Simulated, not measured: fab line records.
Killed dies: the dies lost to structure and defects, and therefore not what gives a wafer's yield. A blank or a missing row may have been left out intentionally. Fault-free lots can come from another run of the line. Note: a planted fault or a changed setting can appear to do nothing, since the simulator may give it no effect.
fab line records	flow rit-cmos
record lots=6	wafers=18	last-day=7
route steps=202 shown SILICIDE@163 CONTACT@168 M1@202
lots untouched by any fault: they come from a run of this same line in which no faults occurred
start-h: hours from the record's first day to the start of the lot's first wafer shown	wait-h: how many hours have passed since the lot's step before this one	" identical to the entry in the row above	L1.1+2: a row that stands for several wafers	- no value, or no start was given	* or withheld: withheld	< > ~ a bound
route shown NAME@n: a module of which the file shows steps, and the number in the route of the first	usual: mean and standard deviation over wafers with no fault	same: alike in all rows	chamber/n: place in a boat	sites: the reading at each site	_std_site: how widely they spread, as a standard deviation	_edge_site: inner sites' mean taken away from outer sites' mean	radius-mm: for every site, how far away it sits from the centre of the wafer	mask NAME#n: copy n	behind: the last tool/chamber to shape the wafer	hold: why the lot was held/for how many hours/how that ended	device: which transistor (n, p or np) failed to switch	end of line: at the end of the route, the tests of the same wafers	where a step has no rows: the recipe by itself	killed: count of dies lost to structure and defects at first sort (not the wafer's yield)	map: dies across one wafer; x = killed, . = not, _ = none there
set.NAME: the setting that was run; set.NAME@STEP: the one run at that earlier step	model.NAME: the simulator's own value behind a step, which no gauge read
a table for each step, a row for each wafer; lots at some steps of the route
services: a tool's chamber out of use, with start hour (start-h, from the record's first day; less than 0 if before it), hours out, and reason
## steps
# step RIT_SILICIDE_RS_MEAS_02
# recipe thk-meas-gauge=four-point-probe	reads=Ti_of_SILICIDE_SPUTTER_01
# usual SILICIDE_TI_RS=47.8/0.61
lot.wafer	tool	chamber	start-h	wait-h	SILICIDE_TI_RS[ohm/sq]
L329.1	film-metro-01	-	53.97	0.1	47.2
L329.3	"	-	"	"	47.6
L329.5	"	-	"	"	47.9
L335.3	film-metro-02	-	81.93	0.1	48.3
L335.5	"	-	"	"	48.1
L335.6	"	-	"	"	48.0
L338.1	film-metro-02	-	102.39	0.1	46.7
L338.3	"	-	"	"	47.7
L338.4	"	-	"	"	47.7
L349.2	film-metro-02	-	154.17	0.1	48.0
L349.3	"	-	"	"	47.6
L349.4	"	-	"	"	48.5
L351.2	film-metro-01	-	162.25	0.1	47.4
L351.4	"	-	"	"	48.7
L351.5	"	-	"	"	47.7
L352.2	film-metro-03	-	169.85	0.1	47.4
L352.3	"	-	"	"	47.3
L352.4	"	-	"	"	47.8
# step RIT_SILICIDE_THK_MEAS_03
# recipe thk-meas-gauge=xrf	reads=Ti_of_SILICIDE_SPUTTER_01
# usual SILICIDE_TI_THK=29.79/0.3
lot.wafer	tool	chamber	start-h	wait-h	SILICIDE_TI_THK[nm]
L329.1	film-metro-01	-	54.09	0.1	30.04
L329.3	"	-	"	"	29.83
L329.5	"	-	"	"	29.67
L335.3	film-metro-02	-	82.03	0.1	29.52
L335.5	"	-	"	"	29.57
L335.6	"	-	"	"	29.82
L338.1	film-metro-02	-	102.51	0.1	30.51
L338.3	"	-	"	"	29.82
L338.4	"	-	"	"	29.84
L349.2	film-metro-02	-	154.28	0.1	29.55
L349.3	"	-	"	"	29.78
L349.4	"	-	"	"	29.50
L351.2	film-metro-01	-	162.36	0.1	30.02
L351.4	"	-	"	"	29.42
L351.5	"	-	"	"	29.97
L352.2	film-metro-03	-	169.96	0.1	29.77
L352.3	"	-	"	"	29.88
L352.4	"	-	"	"	29.57
# step RIT_SILICIDE_RTA_04
# recipe temp-c=650	time-s=10	idle-temp-c=25	ramp-up-s=5	ramp-down-s=5	cool-to-c=25	ambient=N2
# usual wafer_temp_C_max=652.0/0.42
lot.wafer	tool	chamber	start-h	wait-h	wafer_temp_C_max
L329.1	rtp-anneal-02	0	54.15	0.1	651.9
L329.3	"	0	"	"	652.0
L329.5	"	0	"	"	652.3
L335.3	rtp-anneal-02	0	82.09	0.1	652.4
L335.5	"	0	"	"	652.2
L335.6	"	0	"	"	652.4
L338.1	rtp-anneal-01	0	102.57	0.1	652.7
L338.3	"	0	"	"	652.1
L338.4	"	0	"	"	652.3
L349.2	rtp-anneal-02	0	154.34	0.1	652.3
L349.3	"	0	"	"	651.7
L349.4	"	0	"	"	652.5
L351.2	rtp-anneal-02	0	162.43	0.1	651.6
L351.4	"	0	"	"	652.2
L351.5	"	0	"	"	652.0
L352.2	rtp-anneal-01	0	170.03	0.1	652.2
L352.3	"	0	"	"	652.5
L352.4	"	0	"	"	651.9
# step RIT_SILICIDE_WET_ETCH_05
# recipe chemistry=SPM	target=Ti	temp-c=90	time-s=120	dry=n2-spin
# step RIT_SILICIDE_RTA_06
# recipe temp-c=750	time-s=10	idle-temp-c=25	ramp-up-s=5	ramp-down-s=10	cool-to-c=25	ambient=N2
# usual wafer_temp_C_max=752.2/0.51
lot.wafer	tool	chamber	start-h	wait-h	wafer_temp_C_max
L329.1	rtp-anneal-01	0	54.27	0.0	753.3
L329.3	"	0	"	"	751.6
L329.5	"	0	"	"	752.5
L335.3	rtp-anneal-01	0	82.20	0.0	751.8
L335.5	"	0	"	"	751.6
L335.6	"	0	"	"	750.9
L338.1	rtp-anneal-02	0	102.68	0.0	752.3
L338.3	"	0	"	"	751.7
L338.4	"	0	"	"	752.4
L349.2	rtp-anneal-01	0	154.46	0.0	752.4
L349.3	"	0	"	"	751.6
L349.4	"	0	"	"	751.7
L351.2	rtp-anneal-01	0	162.53	0.0	751.5
L351.4	"	0	"	"	751.5
L351.5	"	0	"	"	751.9
L352.2	rtp-anneal-02	0	170.13	0.0	752.3
L352.3	"	0	"	"	752.5
L352.4	"	0	"	"	752.9
# step RIT_CONTACT_CVD_00
# recipe material=SiO2	target-thk-nm=400	precursor=TEOS	temp-c=390	time-s=61	rf-w=400
# usual heater-power-w=334/43
lot.wafer	tool	chamber	start-h	wait-h	heater-power-w
L329.1	pecvd-03	2	54.34	0.1	437
L329.3	"	0	"	"	363
L329.5	"	1	"	"	309
L335.3	pecvd-03	1	82.24	0.0	328
L335.5	"	0	"	"	391
L335.6	"	2	"	"	425
L338.1	pecvd-03	0	102.75	0.1	402
L338.3	"	1	"	"	315
L338.4	"	2	"	"	415
L349.2	pecvd-04	2	154.57	0.1	349
L349.3	"	0	"	"	277
L349.4	"	1	"	"	301
L351.2	pecvd-03	1	162.59	0.0	343
L351.4	"	2	"	"	422
L351.5	"	0	"	"	327
L352.2	pecvd-04	2	170.19	0.0	332
L352.3	"	1	"	"	274
L352.4	"	2	"	"	353
# step RIT_CONTACT_THK_MEAS_01
# recipe reads=SiO2_of_CONTACT_CVD_00
# usual CONTACT_TEOS_THK=400/5
lot.wafer	tool	chamber	start-h	wait-h	CONTACT_TEOS_THK[nm]
L329.1	film-metro-04	-	54.39	0.0	399
L329.3	"	-	"	"	398
L329.5	"	-	"	"	400
L335.3	film-metro-01	-	82.32	0.0	395
L335.5	"	-	"	"	406
L335.6	"	-	"	"	405
L338.1	film-metro-04	-	102.80	0.0	400
L338.3	"	-	"	"	393
L338.4	"	-	"	"	408
L349.2	film-metro-01	-	154.63	0.0	392
L349.3	"	-	"	"	397
L349.4	"	-	"	"	401
L351.2	film-metro-04	-	162.65	0.0	394
L351.4	"	-	"	"	403
L351.5	"	-	"	"	406
L352.2	film-metro-03	-	170.25	0.0	390
L352.3	"	-	"	"	401
L352.4	"	-	"	"	401
# step RIT_CONTACT_HMDS_02
# recipe prime-time-s=60	prime-temp-c=140
# step RIT_CONTACT_COAT_03
# recipe resist=NOVOLAK	spin-rpm=3250	resist-thk-nm=1000
# step RIT_CONTACT_SOFTBAKE_04
# recipe resist=NOVOLAK	temp-c=90	time-s=60
# step RIT_CONTACT_EXPOSE_05
# recipe mask-id=M11	na=0.6	source-shape=conventional	sigma-outer=0.5	target-cd-nm=1000	dose-mj=250
# step RIT_CONTACT_PEB_06
# recipe resist=NOVOLAK	temp-c=withheld	time-s=withheld
# step RIT_CONTACT_DEVELOP_07
# recipe resist=NOVOLAK	develop-time-s=120	dev-temp-c=23
# usual developer-temp-C=23.00/0.09
# same develop-time-s=120
lot.wafer	tool	chamber	start-h	wait-h	developer-temp-C
L329.1	litho-track-02	0	55	-	23.14
L329.3	"	0	"	"	22.98
L329.5	"	0	"	"	23.16
L335.3	litho-track-01	0	83	-	25.20
L335.5	"	0	"	"	25.26
L335.6	"	0	"	"	25.35
L338.1	litho-track-01	0	103	-	25.33
L338.3	"	0	"	"	25.33
L338.4	"	0	"	"	25.34
L349.2	litho-track-02	0	155	-	23.06
L349.3	"	0	"	"	23.02
L349.4	"	0	"	"	22.95
L351.2	litho-track-02	0	163	-	22.92
L351.4	"	0	"	"	22.89
L351.5	"	0	"	"	23.07
L352.2	litho-track-01	0	171	-	23.08
L352.3	"	0	"	"	22.94
L352.4	"	0	"	"	23.12
# step RIT_CONTACT_CD_MEAS_08
# recipe target-cd-nm=1000
# usual cd-nm=1000.2/2
lot.wafer	tool	chamber	start-h	wait-h	hold	cd-nm
L329.1	cd-sem-02	-	55.41	-	-	1000.0
L329.3	"	-	"	"	-	1000.8
L329.5	"	-	"	"	-	999.8
L335.3	cd-sem-02	-	83.36	-	await-dispo/0.2h/release	987.2
L335.5	"	-	"	"	await-dispo/0.2h/release	986.5
L335.6	"	-	"	"	await-dispo/0.2h/release	985.5
L335.3	cd-sem-02	-	83.65	0.3	-	986.8
L335.5	"	-	"	"	-	986.7
L335.6	"	-	"	"	-	985.1
L338.1	cd-sem-02	-	103.95	-	await-dispo/0.2h/release	985.7
L338.3	"	-	"	"	await-dispo/0.2h/release	987.7
L338.4	"	-	"	"	await-dispo/0.2h/release	986.7
L338.1	cd-sem-02	-	104.24	0.3	-	985.5
L338.3	"	-	"	"	-	988.0
L338.4	"	-	"	"	-	987.0
L349.2	cd-sem-01	-	155.79	-	-	1002.8
L349.3	"	-	"	"	-	1002.0
L349.4	"	-	"	"	-	1003.8
L351.2	cd-sem-01	-	163.81	-	-	1003.3
L351.4	"	-	"	"	-	1001.5
L351.5	"	-	"	"	-	1003.4
L352.2	cd-sem-02	-	171.29	-	-	1000.7
L352.3	"	-	"	"	-	1003.1
L352.4	"	-	"	"	-	1001.2
# step RIT_CONTACT_OVL_MEAS_09
# usual CONTACT_OVL=-0.1/1
lot.wafer	tool	chamber	start-h	wait-h	hold	CONTACT_OVL[nm]
L329.1	overlay-02	-	55.53	0.1	-	0.5
L329.3	"	-	"	"	-	0.3
L329.5	"	-	"	"	-	-0.3
L335.3	overlay-02	-	86.86	3.2	await-dispo/3.1h/release	1.0
L335.5	"	-	"	"	await-dispo/3.1h/release	-0.9
L335.6	"	-	"	"	await-dispo/3.1h/release	0.0
L338.1	overlay-02	-	110.66	6.4	await-dispo/6.3h/release	-0.4
L338.3	"	-	"	"	await-dispo/6.3h/release	1.5
L338.4	"	-	"	"	await-dispo/6.3h/release	1.0
L349.2	overlay-02	-	155.90	0.1	-	-0.3
L349.3	"	-	"	"	-	-0.1
L349.4	"	-	"	"	-	0.1
L351.2	overlay-01	-	163.92	0.1	-	-1.0
L351.4	"	-	"	"	-	0.0
L351.5	"	-	"	"	-	-1.4
L352.2	overlay-02	-	171.39	0.1	-	-1.7
L352.3	"	-	"	"	-	-1.3
L352.4	"	-	"	"	-	-0.8
# step RIT_CONTACT_HARDBAKE_10
# recipe resist=NOVOLAK	temp-c=140	time-s=60
# step RIT_CONTACT_ETCH_11
# recipe target-depth-a=4800	over-etch-frac=0.2	stop-on=TiSi2	chemistry=CHF3/CF4/Ar	target=SiO2	CHF3_flow_sccm=50	cf4-flow-sccm=10	Ar_flow_sccm=100	O2_flow_sccm=5	pressure-mtorr=100	rf-w=200	time-s=320
# usual drypump-motor-current-A=5.5/0.47	oes-product-au=0.991/0.01	throttle-valve-pct=8.87/0.13
lot.wafer	tool	chamber	start-h	wait-h	drypump-motor-current-A	oes-product-au	rf-hours-counter-h	throttle-valve-pct	model.CONTACT.cd-nm
L329.1	rie-diel-02	3	55.72	0.1	6.2	0.992	43	8.94	999.8
L329.3	"	0	"	"	6.2	0.983	12	8.89	1001
L329.5	"	0	"	"	6.2	0.982	-	8.88	999.4
L335.3	rie-diel-01	2	87.04	0.1	5.7	0.991	6	8.69	987.3
L335.5	"	3	"	"	4.9	0.998	-	8.95	986.8
L335.6	"	2	"	"	5.7	0.990	-	8.67	985.2
L338.1	rie-diel-02	1	110.85	0.1	5.3	0.980	75	8.76	986.1
L338.3	"	3	"	"	6.2	0.986	43	8.95	987.9
L338.4	"	0	"	"	6.2	0.990	13	8.88	986.8
L349.2	rie-diel-01	1	156.08	0.1	5.2	0.988	153	8.81	1003
L349.3	"	0	"	"	4.7	1.007	1	9.07	1002
L349.4	"	0	"	"	4.7	1.004	-	9.07	1004
L351.2	rie-diel-01	3	164.10	0.1	5.0	0.994	130	8.93	1003
L351.4	"	2	"	"	5.7	0.992	-	8.68	1002
L351.5	"	0	"	"	4.8	1.009	-	9.06	1003
L352.2	rie-diel-02	3	171.57	0.1	6.2	0.985	44	8.94	1001
L352.3	"	0	"	"	6.2	0.980	14	8.89	1003
L352.4	"	2	"	"	6.0	0.985	7	8.76	1002
# step RIT_CONTACT_STRIP_12
# recipe chemistry=O2	time-s=180	resist=NOVOLAK	platen-temp-c=withheld	power-w=500	pressure-mtorr=4000	o2-flow-sccm=4000
# usual drypump-motor-current-A=5.70/0.3
lot.wafer	tool	chamber	start-h	wait-h	drypump-motor-current-A	rf-hours-counter-h
L329.1	plasma-asher-03	1	55.91	0.1	5.19	38
L329.3	"	0	"	"	5.54	-
L329.5	"	0	"	"	5.54	-
L335.3	plasma-asher-02	1	87.29	0.2	5.85	-
L335.5	"	0	"	"	5.87	-
L335.6	"	1	"	"	5.87	-
L338.1	plasma-asher-03	1	111.04	0.1	5.19	43
L338.3	"	0	"	"	5.57	-
L338.4	"	1	"	"	5.18	-
L349.2	plasma-asher-04	1	156.27	0.1	6.24	4
L349.3	"	1	"	"	6.23	-
L349.4	"	0	"	"	5.75	-
L351.2	plasma-asher-02	1	164.29	0.1	5.86	55
L351.4	"	0	"	"	5.86	-
L351.5	"	0	"	"	5.83	-
L352.2	plasma-asher-03	0	171.77	0.1	5.53	52
L352.3	"	0	"	"	5.54	-
L352.4	"	1	"	"	5.19	-
# step RIT_M1_PROBE_99
# usual killed-at-contacts=0.1/0.3	killed-at-front-end=6.9/2.9	killed-dies=7.0/2.9	killed-on-rim=1.8/1.4	killed-open=3.3/2	killed-short=3.7/2
# same gross-dies=264	killed_at_M0_to_M3=0	killed_at_M4_up=0	killed-at-back-side=0	killed-at-other=0
lot.wafer	tool	chamber	start-h	wait-h	killed-at-contacts	killed-at-front-end	killed-dies	killed-on-rim	killed-open	killed-short
L329.1	prober-01	-	60.90	0.1	0	7	7	2	4	3
L329.3	prober-01	-	61.00	0.2	0	2	2	0	0	2
L329.5	prober-01	-	61.10	0.2	0	7	7	1	6	1
L335.3	prober-01	-	97.54	0.2	0	2	2	2	0	2
L335.5	prober-01	-	97.64	0.2	0	6	6	1	1	5
L335.6	prober-01	-	97.69	0.2	0	5	5	2	2	3
L338.1	prober-02	-	117.20	0.1	0	5	5	1	2	3
L338.3	prober-02	-	117.30	0.2	0	4	4	0	3	1
L338.4	prober-02	-	117.35	0.2	0	12	12	0	5	7
L349.2	prober-01	-	160.98	0.1	0	5	5	0	3	2
L349.3	prober-01	-	161.03	0.2	0	4	4	1	2	2
L349.4	prober-01	-	161.08	0.2	0	8	8	3	4	4
L351.2	prober-01	-	169.11	0.1	0	6	6	1	4	2
L351.4	prober-01	-	169.21	0.2	0	4	4	2	2	2
L351.5	prober-01	-	169.26	0.2	0	2	2	0	1	1
L352.2	prober-02	-	176.60	0.1	1	6	7	1	6	1
L352.3	prober-02	-	176.65	0.2	0	9	9	2	6	3
L352.4	prober-02	-	176.70	0.2	0	5	5	0	3	2
# killed by level:class
L329.1 FOX2:geometric-particle:open=2 GATE:geometric-particle:short=2 GATE:geometric-particle:open=1 REOX:geometric-particle:short=1 SILICIDE:geometric-particle:open=1
L329.3 FOX2:geometric-particle:short=1 SILICIDE:geometric-particle:short=1
L329.5 FOX1:geometric-particle:open=2 GATE:geometric-particle:short=1 GATE:geometric-particle:open=1 REOX:geometric-particle:open=1 SPACER:geometric-particle:open=1 SILICIDE:geometric-particle:open=1
L335.3 FOX2:geometric-particle:short=1 SPACER:geometric-particle:short=1
L335.5 REOX:geometric-particle:short=2 SILICIDE:geometric-particle:short=2 FOX1:geometric-particle:short=1 FOX1:geometric-particle:open=1
L335.6 FOX1:geometric-particle:short=2 FOX2:geometric-particle:open=1 REOX:geometric-particle:open=1 SILICIDE:geometric-particle:short=1
L338.1 GATE:geometric-particle:short=2 FOX2:geometric-particle:short=1 GATE:geometric-particle:open=1 REOX:geometric-particle:open=1
L338.3 SILICIDE:geometric-particle:open=2 GATE:geometric-particle:open=1 REOX:geometric-particle:short=1
L338.4 SILICIDE:geometric-particle:short=4 GATE:geometric-particle:open=2 GATE:geometric-particle:short=2 FOX1:geometric-particle:open=1 FOX2:geometric-particle:short=1 REOX:geometric-particle:open=1 SILICIDE:geometric-particle:open=1
L349.2 GATE:geometric-particle:open=2 GATE:geometric-particle:short=1 REOX:geometric-particle:open=1 SILICIDE:geometric-particle:short=1
L349.3 GATE:geometric-particle:short=2 FOX1:geometric-particle:open=1 SPACER:geometric-particle:open=1
L349.4 GATE:geometric-particle:open=4 REOX:geometric-particle:short=2 FOX2:geometric-particle:short=1 GATE:geometric-particle:short=1
L351.2 SILICIDE:geometric-particle:open=2 FOX2:geometric-particle:open=1 GATE:geometric-particle:short=1 SPACER:geometric-particle:open=1 SILICIDE:geometric-particle:short=1
L351.4 SPACER:geometric-particle:short=2 FOX2:geometric-particle:open=1 GATE:geometric-particle:open=1
L351.5 FOX1:geometric-particle:open=1 FOX1:geometric-particle:short=1
L352.2 GATE:geometric-particle:open=3 SPACER:geometric-particle:open=1 SILICIDE:geometric-particle:short=1 SILICIDE:geometric-particle:open=1 CONTACT:geometric-particle:open=1
L352.3 REOX:geometric-particle:open=3 GATE:geometric-particle:open=2 REOX:geometric-particle:short=2 FOX2:geometric-particle:short=1 SPACER:geometric-particle:open=1
L352.4 GATE:geometric-particle:open=2 SPACER:geometric-particle:short=2 REOX:geometric-particle:open=1
## services
tool	chamber	start-h	hours	kind
plasma-asher-03	-	31.62	2.8	pm
pecvd-03	2	37.61	7.4	repair
plasma-asher-04	-	43.96	1.8	repair
plasma-asher-02	-	46.64	0.4	repair
rie-diel-01	-	57.16	2.8	pm
rie-diel-02	3	87.01	1.5	repair
rie-diel-01	0	94.53	-	clean
rie-diel-01	0	94.53	21.7	scheduled-down
rie-diel-01	0	94.53	21.7	vent-cycle
plasma-asher-04	-	100.62	2.8	pm
plasma-asher-02	-	103.31	2.4	repair
plasma-asher-04	-	108.75	9.0	pm
plasma-asher-04	0	108.75	9.0	vent-cycle
plasma-asher-04	-	126.64	2.2	repair
rie-diel-01	3	134.77	19.6	repair
pecvd-03	-	141.65	5.5	pm
rtp-anneal-02	-	144.59	0.8	pm
rie-diel-01	2	146.90	9.8	repair
pecvd-04	-	153.20	0.6	repair
rie-diel-01	1	156.73	-	clean
rie-diel-01	1	156.73	13.0	scheduled-down
rie-diel-01	1	156.73	13.0	vent-cycle
plasma-asher-04	-	166.23	7.6	repair
plasma-asher-03	-	166.43	3.4	repair
## key
first-sign step=RIT_CONTACT_DEVELOP_07	reading=developer-temp-C	direction=up	sigmas=25	usual=*	struck=*
effect step=RIT_CONTACT_CD_MEAS_08	reading=visit	direction=added
effect step=RIT_CONTACT_CD_MEAS_08	reading=cd-nm	direction=down	sigmas=6.7	usual=1000.2	struck=986.6
model-effect step=RIT_CONTACT_ETCH_11	value=CONTACT.cd-nm	without=998.8	struck=986.7
met-at RIT_CONTACT_DEVELOP_07
struck-wafers L335.3,L335.5,L335.6,L338.1,L338.3,L338.4
tester-left-out L335,L338
fault kind=process-parameter-drift	tool=litho-track-01	chamber=-	onset-h=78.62	steps=RIT_CONTACT_DEVELOP_07	channel=dev-temp-c	offset=*	shape=step	end-h=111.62	acts-in=*	stated=*
# tester-left-out: of these lots the tester's yield and bins aren't shown, on N5 and GAA mostly nor the transistor test; their killed dies are dies lost to structure and defects alone, not to doping, threshold or leakage, so they don't give the yield
